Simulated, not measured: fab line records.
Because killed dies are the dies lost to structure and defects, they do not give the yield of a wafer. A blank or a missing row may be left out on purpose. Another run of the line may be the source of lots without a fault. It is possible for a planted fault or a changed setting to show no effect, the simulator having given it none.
Which of the tools did it?	flow rit cmos	14 lots with 42 wafers sampled at 5 steps, on a route of 202 steps

## WHAT THE GAUGES READ, wafer by wafer
RIT_PRETRO_TW_MEAS_10. Usual: for PRETRO_TW the level is 471 and the standard deviation is 4.9.
lot	measured	on	PRETRO_TW	flag
L571	day 2 12:22	film metro-02	473 476 475	
L572	day 2 18:02	film metro-03	466 466 467	
L573	day 2 23:11	film metro-04	476 476 474	
L574	day 3 06:20	film metro-04	474 474 473	
L575	day 3 08:25	film metro-03	469 468 467	
L576	day 3 14:46	film metro-02	477 476 474	
L577	day 3 18:43	film metro-02	476 474 473	
L579	day 4 07:15	film metro-03	465 464 467	
L580	day 4 09:55	film metro-02	477 477 477	
L581	day 4 14:37	film metro-04	475 476 475	
L586	day 5 18:14	film metro-04	440 442 440 441 442 441	OFF
L589	day 6 10:11	film metro-03	430 430 427 431 432 429	OFF
L591	day 7 00:03	film metro-03	468 468 467	
L593	day 7 12:51	film metro-03	467 467 466	

RIT_NLDD_TW_MEAS_10. Usual: for NLDD_TW the level is 2489 and the standard deviation is 11.
lot	measured	on	NLDD_TW	flag
L571	day 2 23:43	film metro-04	2471 2473 2461	
L572	day 3 05:01	film metro-02	2491 2482 2498	
L573	day 3 09:14	film metro-01	2489 2483 2472	
L574	day 3 16:46	film metro-01	2480 2476 2500	
L575	day 3 20:02	film metro-01	2489 2486 2489	
L576	day 4 00:34	film metro-01	2492 2499 2498	
L577	day 4 04:29	film metro-02	2488 2484 2501	
L579	day 4 17:07	film metro-02	2501 2484 2494	
L580	day 4 20:37	film metro-01	2486 2485 2501	
L581	day 5 01:05	film metro-02	2477 2484 2486	
L586	day 6 08:02	film metro-02	2487 2476 2477	
L589	day 7 08:35	film metro-04	2479 2510 2494	
L591	day 7 13:28	film metro-01	2489 2487 2474	
L593	day 8 02:50	film metro-04	2484 2480 2491	

RIT_CONTACT_OVL_MEAS_09. Usual: for CONTACT_OVL the level is 0.1 nm and the standard deviation is 1.4.
lot	measured	on	CONTACT_OVL (nm)	flag
L571	day 3 10:46	overlay-01	0.2 2.3 1.5	
L572	day 3 17:44	overlay-01	-0.1 -1.0 -2.7	
L573	day 3 19:26	overlay-02	2.4 0.5 0.9	
L574	day 4 02:52	overlay-02	0.9 2.2 3.6	
L575	day 4 05:50	overlay-01	0.9 1.1 -1.1	
L576	day 4 10:44	overlay-02	-2.3 -2.3 -1.5	
L577	day 4 14:23	overlay-01	0.1 -0.8 -0.8	
L579	day 5 03:46	overlay-01	0.2 0.0 1.5	
L580	day 5 07:11	overlay-02	0.3 -0.8 0.3	
L581	day 5 11:02	overlay-02	-0.5 0.2 -0.1	
L586	day 6 19:23	overlay-01	-0.7 -0.5 -1.0	
L589	day 7 18:54	overlay-01	-1.6 -0.3 -1.1	
L591	day 7 23:34	overlay-01	2.6 1.5 1.6	
L593	day 8 13:37	overlay-01	1.3 -0.8 1.1	

## EACH LOT AND THE TOOL THAT RAN IT (in order: tool; ch and the chambers of the sampled wafers; start)
lot	RIT_ACTIVE_STRIP_14	RIT_PRETRO_IMPLANT_08
L571	plasma asher-02 ch 0,1, day 1 19:50	implanter-03 ch 0, day 2 12:03
L572	plasma asher-02 ch 0,1, day 2 01:04	implanter-03 ch 0, day 2 17:43
L573	plasma asher-02 ch 0,1, day 2 06:02	implanter-04 ch 0, day 2 22:53
L574	plasma asher-01 ch 0,1, day 2 12:35	implanter-01 ch 0, day 3 06:01
L575	plasma asher-02 ch 0,1, day 2 15:50	implanter-04 ch 0, day 3 08:06
L576	plasma asher-02 ch 0,1, day 2 20:58	implanter-03 ch 0, day 3 14:26
L577	plasma asher-03 ch 0,1, day 3 01:58	implanter-03 ch 0, day 3 18:24
L579	plasma asher-03 ch 0,1, day 3 13:32	implanter-03 ch 0, day 4 06:56
L580	plasma asher-01 ch 0,1, day 3 16:50	implanter-03 ch 0, day 4 09:35
L581	plasma asher-02 ch 0,1, day 3 21:58	implanter-04 ch 0, day 4 14:17
L586	plasma asher-02 ch 0,1, day 5 00:02	implanter-04 ch 0, day 5 17:55
L589	plasma asher-01 ch 0,1, day 5 14:56	implanter-04 ch 0, day 6 09:52
L591	plasma asher-01 ch 0,1, day 6 00:50	implanter-03 ch 0, day 6 23:44
L593	plasma asher-03 ch 0,1, day 6 15:08	implanter-03 ch 0, day 7 12:32
- RIT_ACTIVE_STRIP_14: strips in O2, time 180 s.
- RIT_PRETRO_IMPLANT_08

## WHAT THE TOOLS THEMSELVES READ (means of the sampled wafers that have a number; where no wafer has one, the mark that the record gives instead)
RIT_ACTIVE_STRIP_14. Usual: 6.0 A for drypump motor current A, sd 0.42.
lot	tool	drypump motor current A (A)	flag
L571	plasma asher-02	6.0	
L572	plasma asher-02	6.0	
L573	plasma asher-02	5.7	
L574	plasma asher-01	6.3	
L575	plasma asher-02	5.7	
L576	plasma asher-02	5.7	
L577	plasma asher-03	6.1	
L579	plasma asher-03	5.7	
L580	plasma asher-01	6.2	
L581	plasma asher-02	6.0	
L586	plasma asher-02	5.7	
L589	plasma asher-01	6.3	
L591	plasma asher-01	6.2	
L593	plasma asher-03	5.7	

RIT_PRETRO_IMPLANT_08. Usual: beam energy keV 45.002, standard deviation 0.013; beam on s 10.03 s, standard deviation 0.2.
lot	tool	beam energy keV	beam on s (s)	flag
L571	implanter-03	45.017	9.88	
L572	implanter-03	45.007	10.09	
L573	implanter-04	44.996	10.04	
L574	implanter-01	45.017	9.91	
L575	implanter-04	44.981	9.94	
L576	implanter-03	45.002	10.08	
L577	implanter-03	44.991	9.94	
L579	implanter-03	45.005	10.06	
L580	implanter-03	45.005	9.86	
L581	implanter-04	45.005	10.07	
L586	implanter-04	29.234	9.96	OFF
L589	implanter-04	29.252	10.23	OFF
L591	implanter-03	45.003	9.93	
L593	implanter-03	44.998	10.05	

## THE ANSWER, worked out from the rows above alone
Rule: take the mean of a lot's wafers that have a number; if it is more than 3 standard deviations from the usual mean, the lot is off. A lot without any number at a reading at which 4 lots or more have one is off too. All remaining lots with rows at the step are treated as sound. Order of review: gauges by route order, followed by the tools' own readings, for which a lot's mean as printed above is used. At the first step where some lot is off, the reading lying furthest off is the one used; lots without a number count as furthest.
Off: at RIT_PRETRO_TW_MEAS_10 (PRETRO_TW), L586, L589.
If a tool, at a process step before that reading, ran all the lots that are off and no sound lot after the first of them, it fits. The gauges at RIT_PRETRO_TW_MEAS_10 aren't tried: what is off there is off at RIT_PRETRO_IMPLANT_08 too, on other tools, and a gauge's error can't cause that. One fits: RIT_PRETRO_IMPLANT_08 on implanter-04. A fault onset in the window from L581 (day 4 14:17, its last sound lot) to L586 (day 5 17:55, its first lot off) fits.
On the lots that are off, the tool's own readings at RIT_PRETRO_IMPLANT_08 differ by more than 5 times the standard deviation of the sound lots' means, which bears it out; beam energy keV reads 29.243 there versus 45.002 on the sound lots.

## WHAT THE SIMULATOR HAD INSERTED
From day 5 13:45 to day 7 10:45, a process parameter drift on implanter-04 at RIT_PRETRO_IMPLANT_08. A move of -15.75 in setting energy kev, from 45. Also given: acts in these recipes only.
Struck lots among those shown: L586, L589. Same finding as the rule above.
